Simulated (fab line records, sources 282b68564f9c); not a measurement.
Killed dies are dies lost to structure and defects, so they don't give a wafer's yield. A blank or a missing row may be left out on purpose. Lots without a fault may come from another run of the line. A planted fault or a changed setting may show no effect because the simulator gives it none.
A struck lot beside a sound one | flow rit_cmos | 15 steps out of a route of 202
Sound: wafers L473.3, L473.4, L473.6. Struck: wafers L477.2, L477.3, L477.5. The cause comes at the end.
At each step with rows: each side's tool, then ch and its chambers, then its first start. Under that, the readings that differ: sound wafers | struck wafers | difference of the means | sigmas: that difference in standard deviations of wafers without a fault.
alike: readings whose means differ by less than 2 such deviations, and words and numbers that are the same on both sides. not compared: withheld readings, readings that some wafer has no value for, bounds like >300 that may hide the same value, and numbers for which the record gives no deviation and whose values overlap.
The two part at a step that has a row with sigmas, a row that says differs or no value, or rows on one side only. Numbers that don't overlap but have no deviation are shown without sigmas and don't part them. A reading that every wafer of one side lacks parts them only if that side has two wafers or more.

RIT_NSD_TW_MEAS_10:
  sound on film_metro-04, day 4 15:47; struck on film_metro-02, day 5 08:23
  alike: NSD_TW
then, 6 steps without rows for these wafers: RIT_PSD_HMDS_00 (prime time 60 s); RIT_PSD_COAT_01 (resist thk 1000 nm); RIT_PSD_SOFTBAKE_02 (time 60 s); RIT_PSD_EXPOSE_03 (exposes mask M10, target cd 40900 nm); RIT_PSD_PEB_04; RIT_PSD_DEVELOP_05 (develop time 50 s).
RIT_PSD_OVL_MEAS_06:
  sound on overlay-01, day 4 16:49; struck on overlay-02, day 5 09:19
  alike: PSD_OVL
then, 2 steps without rows for these wafers: RIT_PSD_HARDBAKE_07 (time 60 s); RIT_PSD_IMPLANT_08.
RIT_PSD_STRIP_09: strips in O2, time 180 s.
  sound on plasma_asher-04 ch 0,1, day 4 17:12; struck on plasma_asher-04 ch 0,1, day 5 09:38
  alike: drypump_motor_current_A
  not compared: rf_hours_counter_h
RIT_PSD_TW_MEAS_10:
  sound on film_metro-04, day 4 17:20; struck on film_metro-02, day 5 09:49
  alike: PSD_TW
RIT_SDANNEAL_CLEAN_00: cleans in SC1, time 600 s.
  sound on wet_bench-04 ch 3, day 4 17:23; struck on wet_bench-02 ch 1, day 5 09:52
  reading          | sound       | struck      | difference | sigmas
  run_length_s (s) | 633 633 633 | 565 565 565 | -68        | -22
then, 1 step without rows for these wafers: RIT_SDANNEAL_CLEAN_01 (cleans in dHF, time 30 s).
RIT_M1_PROBE_99:
  sound on prober-01, day 5 02:57; struck on prober-01, day 5 18:55
  alike: killed_at_M0_to_M3, killed_at_front_end, killed_dies, killed_open, killed_short

WHERE THEY PART
Only at RIT_SDANNEAL_CLEAN_00, within this record. Later steps at which nothing parts them and some readings are alike: RIT_M1_PROBE_99.

WHY: what the simulator had put in
Process parameter drift: wet_bench-02, from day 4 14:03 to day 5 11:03, at RIT_SDANNEAL_CLEAN_00. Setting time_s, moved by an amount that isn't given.
